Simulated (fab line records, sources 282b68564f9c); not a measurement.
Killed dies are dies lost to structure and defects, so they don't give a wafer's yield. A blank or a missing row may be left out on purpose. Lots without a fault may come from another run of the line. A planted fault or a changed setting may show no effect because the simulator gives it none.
Split-lot experiment | flow rit_cmos | 5 lots, 23 wafers read, on a route of 202 steps

THE SPLIT
At RIT_SILICIDE_SPUTTER_01 (material Ti, target thk 30 nm, time 240 s), the setting time_s was moved away from the recipe's 240 s on 8 of the 23 wafers read, by -13.8% to +8.3%. The other wafers ran this setting at the recipe's value.

FROM THE SPLIT TO THE READING: what the file shows between them, 1 step
- RIT_SILICIDE_RS_MEAS_02: measures by four-point-probe

THE READING
SILICIDE_TI_THK, in nm, at RIT_SILICIDE_THK_MEAS_03 (measures by xrf). Fault-free wafers of this fab line usually give 29.8 nm, standard deviation 0.41 nm.

wafer  | tool, chamber at the split | time_s as run, s | against the recipe | SILICIDE_TI_THK, nm | against lot-mates on the recipe
L074.1 | pvd_sputter-01, -          | 240              | recipe             | 28.9                | -
L074.2 | pvd_sputter-01, -          | 240              | recipe             | 29.1                | -
L074.3 | pvd_sputter-01, -          | 217.7            | -9.3%              | 26.7                | -2.3
L074.4 | pvd_sputter-01, -          | 217.7            | -9.3%              | 26.3                | -2.7
L074.5 | pvd_sputter-01, -          | 217.7            | -9.3%              | 26.3                | -2.7
L075.1 | pvd_sputter-03, -          | 260              | +8.3%              | 31.6                | +1.8
L075.2 | pvd_sputter-03, -          | 260              | +8.3%              | 32.0                | +2.1
L075.3 | pvd_sputter-03, -          | 240              | recipe             | 29.8                | -
L075.5 | pvd_sputter-03, -          | 260              | +8.3%              | 32.2                | +2.4
L075.6 | pvd_sputter-03, -          | 240              | recipe             | 29.9                | -
L076.1 | pvd_sputter-01, -          | 240              | recipe             | 29.2                | -
L076.2 | pvd_sputter-01, -          | 240              | recipe             | 29.2                | -
L076.6 | pvd_sputter-01, -          | 240              | recipe             | 29.4                | -
L078.1 | pvd_sputter-01, -          | 240              | recipe             | 30.0                | -
L078.2 | pvd_sputter-01, -          | 240              | recipe             | 30.1                | -
L078.4 | pvd_sputter-01, -          | 240              | recipe             | 30.0                | -
L078.5 | pvd_sputter-01, -          | 240              | recipe             | 30.1                | -
L078.6 | pvd_sputter-01, -          | 240              | recipe             | 30.0                | -
L085.2 | pvd_sputter-04, -          | 240              | recipe             | 29.6                | -
L085.3 | pvd_sputter-04, -          | 240              | recipe             | 29.1                | -
L085.4 | pvd_sputter-04, -          | 206.9            | -13.8%             | 25.1                | -4.3
L085.5 | pvd_sputter-04, -          | 206.9            | -13.8%             | 25.6                | -3.8
L085.6 | pvd_sputter-04, -          | 240              | recipe             | 29.5                | -

THE FIT
A straight line over all 23 wafers: SILICIDE_TI_THK changes by +0.309 nm for each +1% of time_s; r = +0.98; the points scatter about the line by 0.39 nm.
The same after taking each lot's own level away (the mean of its wafers on the recipe; 23 wafers): +0.276 nm for each +1%; r = +0.99; scatter 0.2 nm.
On that fit, the largest move of time_s shifts the reading by 3.8 nm.
The lots' own levels span 29.00 to 30.04 nm, that is 2.5 times the standard deviation above.
So the lot-to-lot level changes the slope: the two fits differ.
Check: with one of the wafers moved furthest among these (-13.8%) left out of the fit, the line predicts -3.72 nm for it against its lot-mates. It came out at -4.3 nm against them.

OTHER SPLITS ON THESE WAFERS
These wafers also went through other splits before the reading. Each is held against what the fit with the lots' levels taken away leaves over:
other split on the same wafers | wafers away from the commonest value | r with SILICIDE_TI_THK (lot level and that fit taken away)
RIT_NSD_IMPLANT_08 energy_kev  | 8                                    | -0.20
RIT_PSD_IMPLANT_08 energy_kev  | 9                                    | -0.17

THE WHOLE CHAIN: every reading that the file lists as answering this split, in the file's order
step                     | what it does                              | reading                                                                           | change (the file's fit)               | r (the file's)
RIT_SILICIDE_SPUTTER_01  | material Ti, target thk 30 nm, time 240 s | Ti_of_SILICIDE_SPUTTER_01.thk_nm (the simulator's own value, which no gauge read) | +0.286 nm for each +1% of the setting | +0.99
RIT_SILICIDE_RS_MEAS_02  | measures by four-point-probe              | SILICIDE_TI_RS                                                                    | -0.67 for each +1% of the setting     | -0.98
RIT_SILICIDE_THK_MEAS_03 | measures by xrf                           | SILICIDE_TI_THK                                                                   | +0.282 for each +1% of the setting    | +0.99

THE FILE'S OWN FIT
SILICIDE_TI_THK changes by +0.282 nm for each +1% of time_s, r = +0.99.
